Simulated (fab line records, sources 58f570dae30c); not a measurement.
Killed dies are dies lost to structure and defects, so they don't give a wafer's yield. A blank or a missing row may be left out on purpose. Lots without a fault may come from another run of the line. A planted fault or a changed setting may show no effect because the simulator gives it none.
fab line records | flow berkeley_cmos170
record lots=14 wafers=42 last_day=12
route steps=331 shown M2@288 M3@312
lots that met no fault: from a run of the same line without faults
start_h: hours from the record's first day to the start of the lot's first wafer shown | wait_h: hours since the lot's step before | " the same as in the row above | L1.1+2: a row that stands for several wafers | - no value, or no start given | * or withheld: withheld | < > ~ a bound
route shown NAME@n: a module of which the file shows steps, and the number in the route of the first | usual: mean/standard deviation of fault-free wafers | same: alike in all rows | chamber/n: place in a boat | sites: the reading at each site | _std_site: their standard deviation | _edge_site: outer sites' mean less inner sites' | radius_mm: how far each site lies from the wafer's centre | mask NAME#n: copy n | behind: the tool/chamber that last shaped the wafer | hold: why the lot was held/for how many hours/how that ended | device: the transistor (n, p or np) that didn't switch | end of line: the same wafers' tests at the end of the route | a step without rows: its recipe alone | killed: dies lost to structure and defects at the first sort, not the wafer's yield | map: a wafer's dies, x killed, . not, _ none there
set.NAME: the setting as run; set.NAME@STEP: as run at that earlier step | model.NAME: the simulator's own value behind a step, which no gauge read
steps of the route over a sample of lots; a table a step, a row a wafer
services: from which hour (start_h, from the record's first day; less than 0 if before it) a tool's chamber was out of use, for how many hours, and why
## steps
# step UCB170_M2_ETCH_17
# recipe chemistry=N2/H2 target_depth_a=withheld overetch_a=withheld target=BARC time_s=withheld source_w=500 bias_w=100 pressure_mtorr=30 n2_flow_sccm=100 h2_flow_sccm=200
# usual bias_w=99.98/0.3 drypump_motor_current_A=5.7/0.54 oes_product_au=0.996/0.023 throttle_valve_pct=13.40/0.15
# columns lot.wafer tool chamber start_h wait_h bias_w drypump_motor_current_A oes_product_au throttle_valve_pct
L238.1 rie_diel-03 2 164.82 0.0 99.43 5.9 0.987 13.55
L238.3 " 3 " " 99.52 6.5 0.965 13.34
L238.6 " 1 " " 99.58 5.7 0.992 13.38
L243.2 rie_diel-04 2 173.28 0.0 100.13 5.0 0.994 13.63
L243.3 " 1 " " 100.10 4.8 0.983 13.46
L243.5 " 1 " " 99.76 4.8 0.996 13.45
L242.2 rie_diel-03 0 174.18 0.0 99.79 6.1 1.003 13.27
L242.5 " 2 " " 99.77 5.9 0.987 13.53
L242.6 " 1 " " 100.40 5.7 0.988 13.38
L241.2 rie_diel-02 0 174.30 0.0 99.78 5.5 1.021 13.32
L241.4 " 1 " " 99.91 6.4 1.009 13.01
L241.5 " 3 " " 100.25 5.8 0.994 13.66
L246.2 rie_diel-03 1 200.57 0.0 99.60 5.7 0.978 13.37
L246.5 " 2 " " 100.22 5.9 0.979 13.50
L246.6 " 1 " " 99.73 5.7 0.979 13.37
L245.2 rie_diel-04 0 200.97 0.0 100.37 6.3 1.061 13.28
L245.3 " 3 " " 99.76 5.9 0.985 13.33
L245.4 " 1 " " 100.24 4.8 0.995 13.45
L247.2 rie_diel-04 3 207.88 0.0 100.15 5.9 0.971 13.33
L247.3 " 1 " " 100.30 4.8 0.983 13.45
L247.4 " 1 " " 100.00 4.8 0.991 13.45
L249.1 rie_diel-03 0 208.43 0.0 99.75 6.1 1.014 13.27
L249.5 " 0 " " 99.87 6.1 1.007 13.27
L249.6 " 1 " " 100.00 5.7 0.985 13.36
L248.2 rie_diel-04 1 211.26 0.0 100.05 4.8 0.993 13.46
L248.4 " 3 " " 99.60 5.9 0.978 13.34
L248.6 " 1 " " 100.08 4.8 0.986 13.44
L250.4 rie_diel-04 3 225.11 0.0 100.01 5.9 0.979 13.33
L250.5 " 2 " " 100.24 5.0 0.992 13.64
L250.6 " 1 " " 100.16 4.8 0.988 13.47
L251.1 rie_diel-03 3 231.02 0.0 100.54 6.5 0.972 13.41
L251.4 " 1 " " 100.04 5.7 0.984 13.39
L251.5 " 3 " " 100.03 6.5 0.973 13.39
L254.2 rie_diel-03 3 237.67 0.0 100.08 6.5 0.976 13.42
L254.3 " 2 " " 99.78 5.9 0.976 13.49
L254.6 " 2 " " 100.16 5.9 0.983 13.50
L260.1 rie_diel-03 0 270.22 0.0 100.47 6.1 1.007 13.26
L260.4 " 3 " " 100.91 6.5 0.974 13.40
L260.5 " 0 " " 99.79 6.1 1.014 13.28
L261.2 rie_diel-02 2 270.94 0.0 99.72 5.7 1.003 13.07
L261.3 " 1 " " 99.81 6.3 1.023 13.02
L261.4 " 0 " " 100.15 5.5 1.019 13.33
# step UCB170_M3_THK_MEAS_03
# recipe thk_meas_gauge=xrf reads=Al_of_M3_SPUTTER_01
# usual M3_AL_THK=905/12
# columns lot.wafer tool chamber start_h wait_h M3_AL_THK[nm]
L238.1 film_metro-01 - 168.28 0.1 907
L238.3 " - " " 903
L238.6 " - " " 898
L243.2 film_metro-02 - 176.28 0.1 920
L243.3 " - " " 912
L243.5 " - " " 921
L242.2 film_metro-02 - 178.01 0.1 903
L242.5 " - " " 888
L242.6 " - " " 894
L241.2 film_metro-04 - 178.13 0.1 926
L241.4 " - " " 922
L241.5 " - " " 916
L246.2 film_metro-01 - 203.75 0.1 906
L246.5 " - " " 894
L246.6 " - " " 888
L245.2 film_metro-02 - 204.21 0.1 892
L245.3 " - " " 903
L245.4 " - " " 917
L247.2 film_metro-01 - 211.21 0.1 902
L247.3 " - " " 897
L247.4 " - " " 900
L249.1 film_metro-01 - 211.81 0.1 903
L249.5 " - " " 887
L249.6 " - " " 895
L248.2 film_metro-01 - 214.95 0.1 890
L248.4 " - " " 903
L248.6 " - " " 896
L250.4 film_metro-04 - 228.87 0.1 901
L250.5 " - " " 897
L250.6 " - " " 907
L251.1 film_metro-02 - 234.23 0.1 878
L251.4 " - " " 895
L251.5 " - " " 884
L254.2 film_metro-04 - 240.86 0.1 915
L254.3 " - " " 895
L254.6 " - " " 920
L260.1 film_metro-04 - 273.62 0.1 913
L260.4 " - " " 918
L260.5 " - " " 915
L261.2 film_metro-02 - 274.35 0.1 920
L261.3 " - " " 912
L261.4 " - " " 912
# step UCB170_M3_PEB_13
# recipe peb_temp_c=130 peb_time_s=withheld resist=KrF
# usual chill_plate_temp_C=23.02/0.096 exhaust_pa=44.9/0.81
# columns lot.wafer tool chamber start_h wait_h chill_plate_temp_C exhaust_pa
L238.1 litho_track-03 0 169.81 0.1 22.89 44.4
L238.3 " 0 " " 23.17 44.3
L238.6 " 0 " " 23.06 44.8
L243.2 litho_track-03 0 177.96 0.1 22.93 44.3
L243.3 " 0 " " 22.79 44.3
L243.5 " 0 " " 23.01 44.4
L242.2 litho_track-01 0 179.53 0.1 23.05 45.6
L242.5 " 0 " " 23.12 46.4
L242.6 " 0 " " 22.97 44.7
L241.2 litho_track-03 0 179.77 0.1 22.88 43.8
L241.4 " 0 " " 22.88 46.0
L241.5 " 0 " " 22.89 45.0
L246.2 litho_track-01 0 205.61 0.1 22.92 44.8
L246.5 " 0 " " 22.86 45.3
L246.6 " 0 " " 22.96 44.4
L245.2 litho_track-03 0 206.77 0.3 22.97 43.4
L245.3 " 0 " " 23.09 44.2
L245.4 " 0 " " 23.07 43.2
L247.2 litho_track-02 0 212.58 0.1 22.86 44.5
L247.3 " 0 " " 22.92 44.8
L247.4 " 0 " " 22.97 44.7
L249.1 litho_track-02 0 213.19 0.1 22.87 45.5
L249.5 " 0 " " 23.11 43.8
L249.6 " 0 " " 22.97 44.2
L248.2 litho_track-03 0 216.86 0.4 23.15 45.6
L248.4 " 0 " " 22.94 45.2
L248.6 " 0 " " 22.93 44.6
L250.4 litho_track-02 - 230.29 0.1 - -
L250.5 " - " " - -
L250.6 " - " " - -
L251.1 litho_track-02 - 236.43 0.6 - -
L251.4 " - " " - -
L251.5 " - " " - -
L254.2 litho_track-01 0 242.23 0.1 22.97 43.7
L254.3 " 0 " " 23.05 44.4
L254.6 " 0 " " 23.00 43.8
L260.1 litho_track-02 0 275.65 0.3 23.01 44.9
L260.4 " 0 " " 23.03 46.2
L260.5 " 0 " " 22.95 45.6
L261.2 litho_track-03 0 276.30 0.1 22.99 44.7
L261.3 " 0 " " 23.11 44.9
L261.4 " 0 " " 23.09 44.7
# step UCB170_M3_CD_MEAS_90
# recipe target_cd_nm=700
# usual cd_nm=699.6/2.8
# columns lot.wafer tool chamber start_h wait_h cd_nm
L238.1 cd_sem-01 - 170.57 0.1 699.3
L238.3 " - " " 705.2
L238.6 " - " " 705.1
L243.2 cd_sem-02 - 178.72 0.1 700.5
L243.3 " - " " 702.8
L243.5 " - " " 704.7
L242.2 cd_sem-02 - 180.28 0.1 700.3
L242.5 " - " " 699.1
L242.6 " - " " 696.7
L241.2 cd_sem-01 - 180.52 0.1 700.0
L241.4 " - " " 698.1
L241.5 " - " " 695.8
L246.2 cd_sem-01 - 206.36 0.1 700.4
L246.5 " - " " 698.9
L246.6 " - " " 699.6
L245.2 cd_sem-02 - 207.72 0.1 703.3
L245.3 " - " " 700.5
L245.4 " - " " 700.8
L247.2 cd_sem-01 - 213.73 0.3 692.4
L247.3 " - " " 693.7
L247.4 " - " " 695.3
L249.1 cd_sem-01 - 214.19 0.2 702.3
L249.5 " - " " 701.3
L249.6 " - " " 703.3
L248.2 cd_sem-02 - 217.81 0.1 700.0
L248.4 " - " " 698.3
L248.6 " - " " 699.9
L250.4 cd_sem-02 - 231.04 0.1 -
L250.5 " - " " -
L250.6 " - " " -
L251.1 cd_sem-01 - 237.19 0.1 -
L251.4 " - " " -
L251.5 " - " " -
L254.2 cd_sem-01 - 242.98 0.1 700.3
L254.3 " - " " 701.8
L254.6 " - " " 699.7
L260.1 cd_sem-01 - 276.47 0.1 696.5
L260.4 " - " " 696.8
L260.5 " - " " 701.3
L261.2 cd_sem-01 - 277.06 0.1 701.3
L261.3 " - " " 699.4
L261.4 " - " " 699.6
## services
# columns tool chamber start_h hours kind
rie_diel-03 0 155.73 3.1 repair
rie_diel-03 2 176.21 - clean
rie_diel-03 2 176.21 16.4 scheduled_down
rie_diel-03 2 176.21 16.4 vent_cycle
rie_diel-02 1 190.50 42.7 repair
rie_diel-03 3 202.07 - clean
rie_diel-03 3 202.07 15.4 scheduled_down
rie_diel-03 3 202.07 15.4 vent_cycle
rie_diel-04 0 205.28 26.8 repair
rie_diel-02 3 233.41 6.3 repair
rie_diel-02 1 266.15 3.7 repair
## key
first_sign step=UCB170_M3_PEB_13 reading=tool_record direction=missing
effect none on later readings
met_at UCB170_M3_PEB_13
struck_lots L250,L251
later_rows_left_out L250.4,L250.5,L250.6,L251.1,L251.4,L251.5
sort_left_out L250.4,L250.5,L250.6,L251.1,L251.4,L251.5
not_acting_at UCB170_M2_ETCH_17,UCB170_M3_THK_MEAS_03,UCB170_M3_CD_MEAS_90
onset_between 213.19 230.29
fault kind=skipped_step_whole tool=litho_track-02 chamber=- onset_h=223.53 steps=UCB170_M3_PEB_13 scope=struck_lots_only
# sort_left_out: the simulated sort isn't trusted on such a fault, so these wafers' sort isn't shown, and their yield isn't known
# later_rows_left_out: the simulator's readings of these wafers behind a module that went badly wrong aren't trusted and aren't shown, but for the sort
